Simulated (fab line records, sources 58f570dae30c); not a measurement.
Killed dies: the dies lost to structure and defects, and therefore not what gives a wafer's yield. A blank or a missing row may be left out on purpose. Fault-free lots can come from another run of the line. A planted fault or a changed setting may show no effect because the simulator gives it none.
Comparing a struck lot with a sound one :: flow berkeleyCmos170 :: 16 out of 331 route steps
Sound: the wafers L646.3, L646.4, L646.5. Wafers struck: L653.1, L653.4, L653.6. The cause is named last.
Per side, at each step with rows, come the tool, then ch with its chambers, and then its first start. Under that, the readings that differ: sound wafers :: struck wafers :: difference of the means :: sigmas: that difference in standard deviations of wafers without a fault.
alike: same words and numbers on both sides, and readings whose means sit less than 2 such deviations apart. not compared: any withheld reading, any reading some wafer has no value for, any bound like >300 that may hide the same value, and any number with overlapping values for which the record gives no deviation.
Wherever a step has rows on one side only, a row that says differs or no value, or a row with sigmas, the two part there. Non-overlapping numbers with no deviation appear without sigmas and do not part them. Lack of a reading on every wafer of one side parts them only where that side has two or more wafers.

first, 5 steps without rows for these wafers: UCB170_NSD_COAT_01 (resist thk 900 nm); UCB170_NSD_SOFTBAKE_02 (time 60 s); UCB170_NSD_EXPOSE_03 (exposes mask NSELECT MOD, target cd 1200 nm); UCB170_NSD_PEB_04; UCB170_NSD_DEVELOP_05 (develop time 45 s).
UCB170_NSD_CD_MEAS_06 targets a cd of 1200 nm.
  sound: cdSem-01 at day 8 15:05; struck: cdSem-02 at day 10 07:16
  alike: cdNm
UCB170_NSD_OVL_MEAS_07:
  sound: overlay-02 at day 8 15:11; struck: overlay-01 at day 10 07:23
  alike: NSD_OVL
next, for these wafers, 1 step has no rows: UCB170_NSD_IMPLANT_08.
UCB170_NSD_STRIP_09: strips in O2.
  sound on plasmaAsher-02 ch 0,1, day 8 15:23; struck on plasmaAsher-03 ch 1, day 10 07:34
  alike: drypumpMotorCurrentA, oesProductAu, stripTimeToEndpointS
  not compared: rfHoursCounterH
UCB170_NSD_TW_MEAS_10:
  sound: filmMetro-02 at day 8 15:29; struck: filmMetro-02 at day 10 07:40
  alike: NSD_TW
then, 2 steps without rows for these wafers: UCB170_NSD_CLEAN_11 (cleans in SPM, time 600 s); UCB170_BACKSIDE_HMDS_00 (prime time 60 s).
UCB170_BACKSIDE_COAT_01: resist thk 900 nm.
  sound on lithoTrack-02 ch 0, day 8 16:26; struck on lithoTrack-02 ch 0, day 10 08:54
reading: spinSpeedRpm (rpm)
sound: 1497.0 1500.7 1499.7
struck: 1392.2 1391.5 1390.8
difference: -107.6
sigmas: -90

reading: model.KrF_of_BACKSIDE_COAT_01.thkNm (nm)
sound: 899.1 899.3 898.3
struck: 937.4 936.2 934.1
difference: +37.0
sigmas: 
then, 1 step without rows for these wafers: UCB170_BACKSIDE_SOFTBAKE_02 (time 60 s).
UCB170_BACKSIDE_STRIP_03: strips in O2.
  sound on plasmaAsher-04 ch 0,1, day 8 16:43; struck on plasmaAsher-03 ch 0,1, day 10 09:12
reading: stripTimeToEndpointS (s)
sound: 21.93 21.96 21.93
struck: 22.86 22.83 22.78
difference: +0.88
sigmas: +13
  alike: drypumpMotorCurrentA, oesProductAu
  not compared: rfHoursCounterH
then, 1 step without rows for these wafers: UCB170_BACKSIDE_CLEAN_04 (cleans in SPM, time 600 s).

WHERE THEY PART
First at UCB170_BACKSIDE_COAT_01; last, within this record, at UCB170_BACKSIDE_STRIP_03.

WHY: the cause the simulator had injected
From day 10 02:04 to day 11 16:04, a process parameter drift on lithoTrack-02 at UCB170_BACKSIDE_COAT_01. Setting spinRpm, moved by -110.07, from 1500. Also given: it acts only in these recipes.
